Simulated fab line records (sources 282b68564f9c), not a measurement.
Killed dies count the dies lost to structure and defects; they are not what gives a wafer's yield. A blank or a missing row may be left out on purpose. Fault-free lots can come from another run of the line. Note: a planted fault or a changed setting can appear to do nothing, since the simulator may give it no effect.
fab line records	flow rit_cmos
[record] lots = 6	wafers = 18	last_day = 7
route steps=202 shown REOX@99 NLDD@103 PLDD@114 SPACER@125 NSD@131 M1@202
lots untouched by any fault: they come from a run of this same line in which no faults occurred
start_h: hours from the record's first day to the start of the lot's first wafer shown	wait_h: hours elapsed since this lot's preceding step	" the same as in the row above	L1.1+2: one row covering several wafers at once	- either no value or no given start	* or withheld: withheld	< > ~ a bound
route shown NAME@n: names a module that has steps shown in the file, with the first one's number in the route	usual: mean and standard deviation over wafers with no fault	same: alike in all rows	chamber/n: place in a boat	sites: per-site readings	_std_site: the standard deviation of these	_edge_site: outer sites' mean less inner sites'	radius_mm: how far each site lies from the wafer's centre	mask NAME#n: copy n	behind: the most recent tool/chamber to have shaped the wafer	hold: reason for holding the lot/hours on hold/outcome of the hold	device: the n, p or np transistor that did not switch	end of line: the same wafers' tests at the end of the route	a step with no rows: only its recipe	killed: count of dies lost to structure and defects at first sort (not the wafer's yield)	map: shows each die of a wafer: x if killed, . if not, _ if none is there
set.NAME: the run value of the setting; set.NAME@STEP: its run value at that earlier step	model.NAME: the simulator's own value behind a step, which no gauge read
a table for each step, a row for each wafer; lots at some steps of the route
services: from which hour (start_h, from the record's first day; less than 0 if before it) a tool's chamber was out of use, for how many hours, and why
[[steps]]
[step RIT_REOX_CLEAN_01]
[recipe] chemistry = dHF	dilution = 50:1	time_s = 30
[step RIT_REOX_CLEAN_02]
[recipe] chemistry = SC2	mix = 3:3:50	time_s = 600	temp_c = 75	dry = n2_spin
[step RIT_REOX_OXIDATION_03]
[recipe] temp_c = 900	ambient = O2	target_thk_a = 252	ox_time_s = 5580
[step RIT_REOX_THK_MEAS_04]
[recipe] reads = SiO2_of_REOX_OXIDATION_03
[usual] REOX_OXIDE_THK = 25.0/0.49
lot.wafer	tool	chamber	start_h	wait_h	REOX_OXIDE_THK[nm]
L115.1	film_metro-04	-	39.79	0.0	25.0
L115.2	"	-	"	"	24.7
L115.5	"	-	"	"	25.1
L121.3	film_metro-04	-	69.63	0.0	25.9
L121.4	"	-	"	"	26.0
L121.5	"	-	"	"	25.7
L130.1	film_metro-03	-	115.95	0.0	24.8
L130.3	"	-	"	"	25.1
L130.5	"	-	"	"	25.2
L131.1	film_metro-04	-	120.30	0.0	25.1
L131.2	"	-	"	"	25.0
L131.5	"	-	"	"	25.0
L135.1	film_metro-04	-	140.89	0.0	24.3
L135.4	"	-	"	"	24.8
L135.6	"	-	"	"	24.3
L137.2	film_metro-02	-	150.28	0.0	24.9
L137.5	"	-	"	"	24.8
L137.6	"	-	"	"	24.7
[step RIT_NLDD_HMDS_00]
[recipe] prime_time_s = 60	prime_temp_c = 140
[step RIT_NLDD_COAT_01]
[recipe] resist = NOVOLAK	spin_rpm = 3250	resist_thk_nm = 1000
[step RIT_NLDD_SOFTBAKE_02]
[recipe] resist = NOVOLAK	temp_c = 90	time_s = 60
[step RIT_NLDD_EXPOSE_03]
[recipe] mask_id = M7	na = 0.57	target_cd_nm = 40700	dose_mj = 250
[step RIT_NLDD_PEB_04]
[recipe] resist = NOVOLAK	temp_c = withheld	time_s = withheld
[step RIT_NLDD_DEVELOP_05]
[recipe] resist = NOVOLAK	develop_time_s = 50	dev_temp_c = 23
[step RIT_NLDD_OVL_MEAS_06]
[usual] NLDD_OVL = 1.0/1.3
lot.wafer	tool	chamber	start_h	wait_h	NLDD_OVL[nm]
L115.1	overlay-02	-	40.83	-	-2.1
L115.2	"	-	"	"	0.6
L115.5	"	-	"	"	1.6
L121.3	overlay-02	-	70.53	-	0.2
L121.4	"	-	"	"	-0.8
L121.5	"	-	"	"	0.3
L130.1	overlay-02	-	116.86	-	2.4
L130.3	"	-	"	"	2.1
L130.5	"	-	"	"	1.0
L131.1	overlay-01	-	121.34	-	3.4
L131.2	"	-	"	"	1.6
L131.5	"	-	"	"	3.5
L135.1	overlay-02	-	141.92	-	-1.3
L135.4	"	-	"	"	1.1
L135.6	"	-	"	"	-0.3
L137.2	overlay-02	-	151.25	-	3.7
L137.5	"	-	"	"	2.5
L137.6	"	-	"	"	3.2
[step RIT_NLDD_HARDBAKE_07]
[recipe] resist = NOVOLAK	temp_c = 140	time_s = 60
[step RIT_NLDD_IMPLANT_08]
[recipe] species = P	energy_kev = 20	dose_cm2 = 5e+14	tilt_deg = 7
[same] implant_ion_amu = 31
lot.wafer	tool	chamber	start_h	wait_h
L115.1+2+5	implanter-03	0	41.01	0.1
L121.3+4+5	implanter-02	0	70.75	0.1
L130.1+3+5	implanter-03	0	117.11	0.1
L131.1+2+5	implanter-03	0	121.67	0.1
L135.1+4+6	implanter-02	0	142.11	0.1
L137.2+5+6	implanter-02	0	151.46	0.1
[step RIT_NLDD_STRIP_09]
[recipe] chemistry = O2	time_s = 180	resist = NOVOLAK	platen_temp_c = withheld	power_w = 500	pressure_mtorr = 4000	o2_flow_sccm = 4000
[usual] drypump_motor_current_A = 5.4/0.57
lot.wafer	tool	chamber	start_h	wait_h	drypump_motor_current_A	rf_hours_counter_h
L115.1	plasma_asher-02	1	41.16	0.1	6.6	40
L115.2	"	0	"	"	5.2	40
L115.5	"	1	"	"	6.6	-
L121.3	plasma_asher-04	1	70.91	0.1	4.7	-
L121.4	"	0	"	"	5.7	-
L121.5	"	1	"	"	4.7	-
L130.1	plasma_asher-04	0	117.26	0.1	5.7	35
L130.3	"	0	"	"	5.7	-
L130.5	"	1	"	"	4.7	-
L131.1	plasma_asher-04	0	121.82	0.1	5.7	35
L131.2	"	1	"	"	4.7	35
L131.5	"	0	"	"	5.7	-
L135.1	plasma_asher-04	0	142.26	0.1	5.7	38
L135.4	"	0	"	"	5.7	-
L135.6	"	0	"	"	5.7	-
L137.2	plasma_asher-04	1	151.58	0.1	4.7	39
L137.5	"	1	"	"	4.7	-
L137.6	"	0	"	"	5.7	-
[step RIT_NLDD_TW_MEAS_10]
[usual] NLDD_TW = 2495/16
lot.wafer	tool	chamber	start_h	wait_h	NLDD_TW
L115.1	film_metro-04	-	41.34	0.1	2519
L115.2	"	-	"	"	2498
L115.5	"	-	"	"	2516
L121.3	film_metro-01	-	71.05	0.1	2464
L121.4	"	-	"	"	2473
L121.5	"	-	"	"	2461
L130.1	film_metro-04	-	117.43	0.1	2302
L130.3	"	-	"	"	2303
L130.5	"	-	"	"	2305
L131.1	film_metro-04	-	122.00	0.1	2318
L131.2	"	-	"	"	2299
L131.5	"	-	"	"	2307
L135.1	film_metro-04	-	142.43	0.1	2509
L135.4	"	-	"	"	2501
L135.6	"	-	"	"	2507
L137.2	film_metro-02	-	151.77	0.1	2494
L137.5	"	-	"	"	2505
L137.6	"	-	"	"	2506
[step RIT_PLDD_HMDS_00]
[recipe] prime_time_s = 60	prime_temp_c = 140
[step RIT_PLDD_COAT_01]
[recipe] resist = NOVOLAK	spin_rpm = 3250	resist_thk_nm = 1000
[step RIT_PLDD_SOFTBAKE_02]
[recipe] resist = NOVOLAK	temp_c = 90	time_s = 60
[step RIT_PLDD_EXPOSE_03]
[recipe] mask_id = M8	na = 0.57	target_cd_nm = 40900	dose_mj = 250
[step RIT_PLDD_PEB_04]
[recipe] resist = NOVOLAK	temp_c = withheld	time_s = withheld
[step RIT_PLDD_DEVELOP_05]
[recipe] resist = NOVOLAK	develop_time_s = 50	dev_temp_c = 23
[step RIT_PLDD_OVL_MEAS_06]
[usual] PLDD_OVL = 0.0/1.4
lot.wafer	tool	chamber	start_h	wait_h	PLDD_OVL[nm]
L115.1	overlay-02	-	42.25	-	-1.2
L115.2	"	-	"	"	0.9
L115.5	"	-	"	"	0.6
L121.3	overlay-01	-	72.06	-	0.1
L121.4	"	-	"	"	0.5
L121.5	"	-	"	"	1.4
L130.1	overlay-01	-	118.34	-	-0.1
L130.3	"	-	"	"	0.1
L130.5	"	-	"	"	0.8
L131.1	overlay-02	-	122.91	-	2.0
L131.2	"	-	"	"	2.0
L131.5	"	-	"	"	2.4
L135.1	overlay-02	-	143.47	-	-2.6
L135.4	"	-	"	"	-4.3
L135.6	"	-	"	"	-3.0
L137.2	overlay-02	-	152.67	-	1.9
L137.5	"	-	"	"	0.0
L137.6	"	-	"	"	0.2
[step RIT_PLDD_HARDBAKE_07]
[recipe] resist = NOVOLAK	temp_c = 140	time_s = 60
[step RIT_PLDD_IMPLANT_08]
[recipe] species = BF2	energy_kev = 20	dose_cm2 = 9e+14	tilt_deg = 7
[step RIT_PLDD_STRIP_09]
[recipe] chemistry = O2	time_s = 180	resist = NOVOLAK	platen_temp_c = withheld	power_w = 500	pressure_mtorr = 4000	o2_flow_sccm = 4000
[usual] drypump_motor_current_A = 5.4/0.31
lot.wafer	tool	chamber	start_h	wait_h	drypump_motor_current_A	rf_hours_counter_h
L115.1	plasma_asher-01	0	42.58	0.1	5.3	39
L115.2	"	1	"	"	5.3	39
L115.5	"	0	"	"	5.2	-
L121.3	plasma_asher-03	0	72.45	0.1	5.6	-
L121.4	"	1	"	"	5.6	-
L121.5	"	1	"	"	5.6	-
L130.1	plasma_asher-01	1	118.68	0.1	5.4	47
L130.3	"	1	"	"	5.3	-
L130.5	"	1	"	"	5.3	-
L131.1	plasma_asher-03	0	123.25	0.1	5.7	1
L131.2	"	1	"	"	5.6	1
L131.5	"	0	"	"	5.6	-
L135.1	plasma_asher-04	0	143.80	0.1	5.7	38
L135.4	"	0	"	"	5.7	-
L135.6	"	0	"	"	5.7	-
L137.2	plasma_asher-01	1	153.00	0.1	5.3	51
L137.5	"	0	"	"	5.3	-
L137.6	"	1	"	"	5.3	-
[step RIT_PLDD_TW_MEAS_10]
[usual] PLDD_TW = 2358/16
lot.wafer	tool	chamber	start_h	wait_h	PLDD_TW
L115.1	film_metro-02	-	42.76	0.1	2362
L115.2	"	-	"	"	2360
L115.5	"	-	"	"	2376
L121.3	film_metro-04	-	72.58	0.1	2365
L121.4	"	-	"	"	2365
L121.5	"	-	"	"	2381
L130.1	film_metro-02	-	118.85	0.1	2360
L130.3	"	-	"	"	2352
L130.5	"	-	"	"	2355
L131.1	film_metro-01	-	123.42	0.1	2334
L131.2	"	-	"	"	2339
L131.5	"	-	"	"	2336
L135.1	film_metro-04	-	143.98	0.1	2371
L135.4	"	-	"	"	2357
L135.6	"	-	"	"	2371
L137.2	film_metro-01	-	153.19	0.1	2373
L137.5	"	-	"	"	2351
L137.6	"	-	"	"	2344
[step RIT_SPACER_CLEAN_00]
[recipe] chemistry = SC1	mix = 3:3:50	time_s = 600	temp_c = 75
[step RIT_SPACER_CLEAN_01]
[recipe] chemistry = dHF	dilution = 50:1	time_s = 30
[step RIT_SPACER_CLEAN_02]
[recipe] chemistry = SC2	mix = 3:3:50	time_s = 600	temp_c = 75	dry = n2_spin
[step RIT_SPACER_CVD_03]
[recipe] material = Si3N4	target_thk_nm = 250	temp_c = 810	precursor = SiH2Cl2/NH3	time_s = 3300	pressure_mtorr = 300	sih2cl2_flow_sccm = 60	nh3_flow_sccm = 150
[step RIT_SPACER_THK_MEAS_04]
[recipe] reads = Si3N4_of_SPACER_CVD_03
[usual] SPACER_NITRIDE_THK = 249.7/2.4
lot.wafer	tool	chamber	start_h	wait_h	SPACER_NITRIDE_THK[nm]
L115.1	film_metro-03	-	45.10	0.0	252.5
L115.2	"	-	"	"	251.1
L115.5	"	-	"	"	252.4
L121.3	film_metro-02	-	74.96	0.0	251.6
L121.4	"	-	"	"	251.5
L121.5	"	-	"	"	252.8
L130.1	film_metro-02	-	121.20	0.0	247.2
L130.3	"	-	"	"	249.3
L130.5	"	-	"	"	251.1
L131.1	film_metro-02	-	125.76	0.0	248.1
L131.2	"	-	"	"	247.6
L131.5	"	-	"	"	247.8
L135.1	film_metro-01	-	146.35	0.0	248.1
L135.4	"	-	"	"	251.0
L135.6	"	-	"	"	249.5
L137.2	film_metro-03	-	155.55	0.0	249.7
L137.5	"	-	"	"	248.8
L137.6	"	-	"	"	248.7
[step RIT_SPACER_ETCHBACK_05]
[recipe] target_depth_a = 2500	SF6_flow_sccm = 30	CHF3_flow_sccm = 30	target = Si3N4	chemistry = SF6/CHF3	pressure_mtorr = 40	rf_w = 250	time_s = 240	stop_on = SiO2
[usual] drypump_motor_current_A = 5.7/0.57	oes_product_au = 0.840/0.013	throttle_valve_pct = 10.28/0.13
lot.wafer	tool	chamber	start_h	wait_h	drypump_motor_current_A	oes_product_au	rf_hours_counter_h	throttle_valve_pct
L115.1	rie_diel-04	2	45.16	0.1	6.6	0.850	105	10.12
L115.2	"	3	"	"	6.1	0.854	135	10.20
L115.5	"	1	"	"	5.3	0.847	-	10.18
L121.3	rie_diel-02	0	75.00	0.0	5.5	0.848	120	10.43
L121.4	"	3	"	"	4.8	0.830	72	10.44
L121.5	"	3	"	"	4.9	0.832	-	10.44
L130.1	rie_diel-03	2	121.26	0.1	5.5	0.822	74	10.40
L130.3	"	3	"	"	6.2	0.821	139	10.41
L130.5	"	1	"	"	6.3	0.838	-	10.20
L131.1	rie_diel-02	2	125.82	0.1	4.9	0.844	142	10.20
L131.2	"	0	"	"	5.5	0.846	121	10.45
L131.5	"	3	"	"	4.9	0.819	-	10.43
L135.1	rie_diel-03	0	146.41	0.1	6.1	0.810	14	10.36
L135.4	"	1	"	"	6.3	0.840	5	10.21
L135.6	"	0	"	"	6.1	0.824	-	10.35
L137.2	rie_diel-04	1	155.60	0.0	5.4	0.845	60	10.15
L137.5	"	3	"	"	6.1	0.844	-	10.21
L137.6	"	2	"	"	6.6	0.839	-	10.15
[step RIT_NSD_HMDS_00]
[recipe] prime_time_s = 60	prime_temp_c = 140
[step RIT_NSD_COAT_01]
[recipe] resist = NOVOLAK	spin_rpm = 3250	resist_thk_nm = 1000
[step RIT_NSD_SOFTBAKE_02]
[recipe] resist = NOVOLAK	temp_c = 90	time_s = 60
[step RIT_NSD_EXPOSE_03]
[recipe] mask_id = M9	na = 0.57	target_cd_nm = 40700	dose_mj = 250
[step RIT_NSD_PEB_04]
[recipe] resist = NOVOLAK	temp_c = withheld	time_s = withheld
[step RIT_NSD_DEVELOP_05]
[recipe] resist = NOVOLAK	develop_time_s = 50	dev_temp_c = 23
[step RIT_NSD_OVL_MEAS_06]
[usual] NSD_OVL = 0.0/1.2
lot.wafer	tool	chamber	start_h	wait_h	NSD_OVL[nm]
L115.1	overlay-02	-	46.16	-	0.0
L115.2	"	-	"	"	1.3
L115.5	"	-	"	"	1.3
L121.3	overlay-01	-	76.14	-	-0.8
L121.4	"	-	"	"	1.0
L121.5	"	-	"	"	-0.3
L130.1	overlay-01	-	122.38	-	-0.2
L130.3	"	-	"	"	-1.4
L130.5	"	-	"	"	-1.5
L131.1	overlay-02	-	127.01	-	0.8
L131.2	"	-	"	"	-0.5
L131.5	"	-	"	"	-0.3
L135.1	overlay-01	-	147.48	-	-0.3
L135.4	"	-	"	"	-0.4
L135.6	"	-	"	"	-1.5
L137.2	overlay-01	-	156.60	-	-0.1
L137.5	"	-	"	"	-0.7
L137.6	"	-	"	"	0.0
[step RIT_NSD_HARDBAKE_07]
[recipe] resist = NOVOLAK	temp_c = 140	time_s = 60
[step RIT_NSD_IMPLANT_08]
[recipe] species = P	energy_kev = 25	dose_cm2 = 1e+15	tilt_deg = 7
[step RIT_NSD_STRIP_09]
[recipe] chemistry = O2	time_s = 180	resist = NOVOLAK	platen_temp_c = withheld	power_w = 500	pressure_mtorr = 4000	o2_flow_sccm = 4000
[usual] drypump_motor_current_A = 5.7/0.6
lot.wafer	tool	chamber	start_h	wait_h	drypump_motor_current_A	rf_hours_counter_h
L115.1	plasma_asher-04	1	46.50	0.1	4.7	27
L115.2	"	0	"	"	5.7	27
L115.5	"	0	"	"	5.7	-
L121.3	plasma_asher-03	0	76.52	0.1	5.6	-
L121.4	"	1	"	"	5.6	-
L121.5	"	1	"	"	5.6	-
L130.1	plasma_asher-02	1	122.72	0.1	6.6	48
L130.3	"	1	"	"	6.6	-
L130.5	"	0	"	"	5.2	-
L131.1	plasma_asher-04	1	127.34	0.1	4.7	36
L131.2	"	0	"	"	5.7	36
L131.5	"	0	"	"	5.7	-
L135.1	plasma_asher-04	1	147.81	0.1	4.7	38
L135.4	"	1	"	"	4.7	-
L135.6	"	0	"	"	5.7	-
L137.2	plasma_asher-04	0	156.93	0.1	5.7	40
L137.5	"	1	"	"	4.7	-
L137.6	"	0	"	"	5.7	-
[step RIT_SDANNEAL_RS_MEAS_07]
[recipe] thk_meas_gauge = four-point-probe
[usual] NLDD_RS = 151.8/0.5
lot.wafer	tool	chamber	start_h	wait_h	NLDD_RS[ohm/sq]
L115.1	film_metro-04	-	49.19	0.1	152.5
L115.2	"	-	"	"	152.4
L115.5	"	-	"	"	152.1
L121.3	film_metro-04	-	79.01	0.1	152.0
L121.4	"	-	"	"	151.6
L121.5	"	-	"	"	151.5
L130.1	film_metro-01	-	125.22	0.1	195.9
L130.3	"	-	"	"	195.5
L130.5	"	-	"	"	195.5
L131.1	film_metro-02	-	129.91	0.1	195.3
L131.2	"	-	"	"	194.0
L131.5	"	-	"	"	195.3
L135.1	film_metro-01	-	150.38	0.1	152.2
L135.4	"	-	"	"	152.7
L135.6	"	-	"	"	152.5
L137.2	film_metro-04	-	159.40	0.1	151.8
L137.5	"	-	"	"	151.9
L137.6	"	-	"	"	152.1
[step RIT_M1_PROBE_99]
[usual] killed_at_M0_to_M3 = 0.0/0.14	killed_at_contacts = 0.1/0.36	killed_at_front_end = 7/3.4	killed_dies = 7/3.4	killed_open = 3.3/2	killed_short = 3.8/2.4
[same] gross_dies = 264	killed_at_M4_up = 0	killed_at_back_side = 0	killed_at_other = 0
lot.wafer	tool	chamber	start_h	wait_h	killed_at_M0_to_M3	killed_at_contacts	killed_at_front_end	killed_dies	killed_open	killed_short	model.etest.nmos_0p15.r_on_ohm_um	model.etest.nmos_0p3.r_on_ohm_um	model.etest.nldd.rs_ohm_sq_range	model.etest.nldd.rs_ohm_sq	model.etest.nmos_turned.drive_ua_um	model.etest.nldd.rs_ohm_sq_rim_less_centre	model.etest.nmos_0p15.drive_ua_um_range	model.etest.nmos_0p15.drive_ua_um
L115.1	prober-02	-	56.21	0.1	0	0	9	9	3	6	1103	2215	7.763	385.4	317.8	-1.402	8.313	460.7
L115.2	prober-02	-	56.26	0.1	0	0	13	13	4	8	1093	2168	11.87	379.1	332.9	3.612	11.1	475
L115.5	prober-02	-	56.41	0.2	0	0	12	12	3	9	1155	2200	11.77	388.5	319.1	-7.105	11.66	456.6
L121.3	prober-02	-	86.14	0.2	0	0	3	3	2	1	1169	2216	11	396.2	295.5	2.345	13.16	446.5
L121.4	prober-02	-	86.19	0.2	0	0	6	6	1	5	1146	2196	8.303	398.2	298.2	-2.873	12.87	458.1
L121.5	prober-02	-	86.24	0.2	0	0	5	5	3	2	1147	2201	7.191	391.8	305.2	-1.488	11.12	454.4
L130.1	prober-01	-	132.37	0.1	0	0	10	10	2	8	1330	2332	173.8	491.3	235	-84.72	67.34	417.3
L130.3	prober-01	-	132.47	0.2	0	0	6	6	4	2	1288	2314	178.7	495.6	233.6	-88.76	68.91	414.8
L130.5	prober-01	-	132.57	0.2	0	1	17	18	8	9	1330	2359	176.4	496.4	234.9	-76.19	70.17	418.1
L131.1	prober-02	-	137.14	0.1	0	0	5	5	2	3	1400	2398	178.2	518.2	227.5	-85.86	72.37	402
L131.2	prober-02	-	137.19	0.1	1	0	7	8	4	3	1376	2369	175.2	517.1	231.6	-91.58	80.41	403.6
L131.5	prober-02	-	137.34	0.2	0	0	7	7	7	0	1354	2348	174.3	518.3	229	-84.34	71.76	401.9
L135.1	prober-02	-	158.44	0.1	0	0	12	12	8	4	1143	2162	10.82	377.2	330.1	-5.271	9.997	464.1
L135.4	prober-02	-	158.59	0.2	0	0	5	5	2	3	1190	2190	7.008	383.2	321.6	0.689	12.98	455.7
L135.6	prober-02	-	158.69	0.2	0	0	7	7	2	5	1122	2142	9.961	371.8	336.7	-7.123	6.54	472.4
L137.2	prober-02	-	166.56	0.1	0	0	7	7	5	2	1147	2191	13.95	365.4	334.4	-2.233	23.03	467.7
L137.5	prober-02	-	166.71	0.2	0	0	5	5	4	1	1098	2139	6.785	368.8	338.7	1.212	12.77	473.9
L137.6	prober-02	-	166.76	0.2	0	0	3	3	0	3	1087	2152	9.915	365.8	333.3	-2.501	11.26	469.1
// killed by level:class
L115.1 SILICIDE:geometric_particle:short=3 GATE:geometric_particle:short=2 FOX2:geometric_particle:open=1 GATE:geometric_particle:open=1 REOX:geometric_particle:short=1 SILICIDE:geometric_particle:open=1
L115.2 FOX1:geometric_particle:short=2 FOX1:geometric_particle:open=2 FOX2:geometric_particle:short=2 GATE:geometric_particle:short=2 FOX2:geometric_particle:open=1 REOX:geometric_particle:short=1 REOX:geometric_particle:open=1 SILICIDE:geometric_particle:short=1
L115.5 SILICIDE:geometric_particle:short=3 FOX1:geometric_particle:short=2 GATE:geometric_particle:short=2 GATE:geometric_particle:open=2 SPACER:geometric_particle:short=2 SILICIDE:geometric_particle:open=1
L121.3 GATE:geometric_particle:open=1 REOX:geometric_particle:short=1 SPACER:geometric_particle:open=1
L121.4 GATE:geometric_particle:short=3 FOX1:geometric_particle:short=1 REOX:geometric_particle:open=1 SPACER:geometric_particle:short=1
L121.5 GATE:geometric_particle:open=2 FOX1:geometric_particle:short=1 GATE:geometric_particle:short=1 SPACER:geometric_particle:open=1
L130.1 REOX:geometric_particle:short=3 FOX1:geometric_particle:short=2 GATE:geometric_particle:short=2 FOX1:geometric_particle:open=1 REOX:geometric_particle:open=1 SILICIDE:geometric_particle:short=1
L130.3 FOX1:geometric_particle:short=2 SILICIDE:geometric_particle:open=2 FOX1:geometric_particle:open=1 GATE:geometric_particle:open=1
L130.5 GATE:geometric_particle:short=5 GATE:geometric_particle:open=3 REOX:geometric_particle:short=2 SPACER:geometric_particle:open=2 FOX2:geometric_particle:open=1 REOX:geometric_particle:open=1 SPACER:geometric_particle:short=1 SILICIDE:geometric_particle:open=1
L131.1 GATE:geometric_particle:open=2 GATE:geometric_particle:short=1 SPACER:geometric_particle:short=1 SILICIDE:geometric_particle:short=1
L131.2 SPACER:geometric_particle:open=2 SPACER:geometric_particle:short=2 FOX1:geometric_particle:short=1 GATE:geometric_particle:open=1 REOX:geometric_particle:open=1 M1:coat_microbubble_printed=1
L131.5 GATE:geometric_particle:open=4 SILICIDE:geometric_particle:open=2 REOX:geometric_particle:open=1
L135.1 GATE:geometric_particle:open=5 FOX1:geometric_particle:short=2 FOX2:geometric_particle:open=1 GATE:geometric_particle:short=1 REOX:geometric_particle:open=1 SPACER:geometric_particle:short=1 SILICIDE:geometric_particle:open=1
L135.4 GATE:geometric_particle:short=2 FOX1:geometric_particle:short=1 GATE:geometric_particle:open=1 SPACER:geometric_particle:open=1
L135.6 GATE:geometric_particle:short=3 FOX1:geometric_particle:short=1 SPACER:geometric_particle:open=1 SILICIDE:geometric_particle:short=1 SILICIDE:geometric_particle:open=1
L137.2 FOX1:geometric_particle:open=2 FOX1:geometric_particle:short=1 GATE:geometric_particle:open=1 SPACER:geometric_particle:open=1 SILICIDE:geometric_particle:short=1 SILICIDE:geometric_particle:open=1
L137.5 REOX:geometric_particle:open=2 FOX1:geometric_particle:open=1 FOX2:geometric_particle:open=1 SILICIDE:geometric_particle:short=1
L137.6 FOX2:geometric_particle:short=1 REOX:geometric_particle:short=1 SILICIDE:geometric_particle:short=1
[[services]]
tool	chamber	start_h	hours	kind
rie_diel-04	0	27.02	85.0	repair
rie_diel-04	-	27.59	2.8	pm
implanter-02	-	47.09	17.3	pm
plasma_asher-01	-	53.02	4.2	repair
rie_diel-03	3	55.28	1.9	repair
rie_diel-03	2	70.65	23.3	repair
plasma_asher-03	-	108.75	9.0	pm
plasma_asher-03	0	108.75	9.0	vent_cycle
plasma_asher-03	1	108.75	9.0	vent_cycle
rie_diel-04	0	112.06	-	clean
rie_diel-04	0	112.06	14.5	scheduled_down
rie_diel-04	0	112.06	14.5	vent_cycle
plasma_asher-03	0	117.75	-	clean
plasma_asher-03	1	117.75	-	clean
plasma_asher-03	-	137.99	23.6	repair
rie_diel-04	0	139.15	9.6	repair
rie_diel-02	2	141.22	6.8	repair
rie_diel-03	2	152.15	4.2	repair
[[key]]
[first_sign] step = RIT_NLDD_TW_MEAS_10	reading = NLDD_TW	direction = down	sigmas = 12	usual = 2495	struck = 2306
[effect] step = RIT_SDANNEAL_RS_MEAS_07	reading = NLDD_RS	direction = up	sigmas = 87	usual = 151.8	struck = 195.2
[model_effect] step = RIT_M1_PROBE_99	value = etest.nmos_0p15.r_on_ohm_um	without = 1159	struck = 1346
met_at RIT_NLDD_IMPLANT_08
struck_wafers L130.1,L130.3,L130.5,L131.1,L131.2,L131.5
tester_left_out L130,L131
onset_between 41.01 117.11
[fault] kind = process_parameter_drift	tool = implanter-03	chamber = -	onset_h = 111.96	steps = RIT_NLDD_IMPLANT_08	channel = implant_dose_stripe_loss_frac	offset = 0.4	shape = step	end_h = 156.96
// tester_left_out: of these lots the tester's yield and bins aren't shown, on N5 and GAA mostly nor the transistor test; their killed dies are dies lost to structure and defects alone, not to doping, threshold or leakage, so they don't give the yield
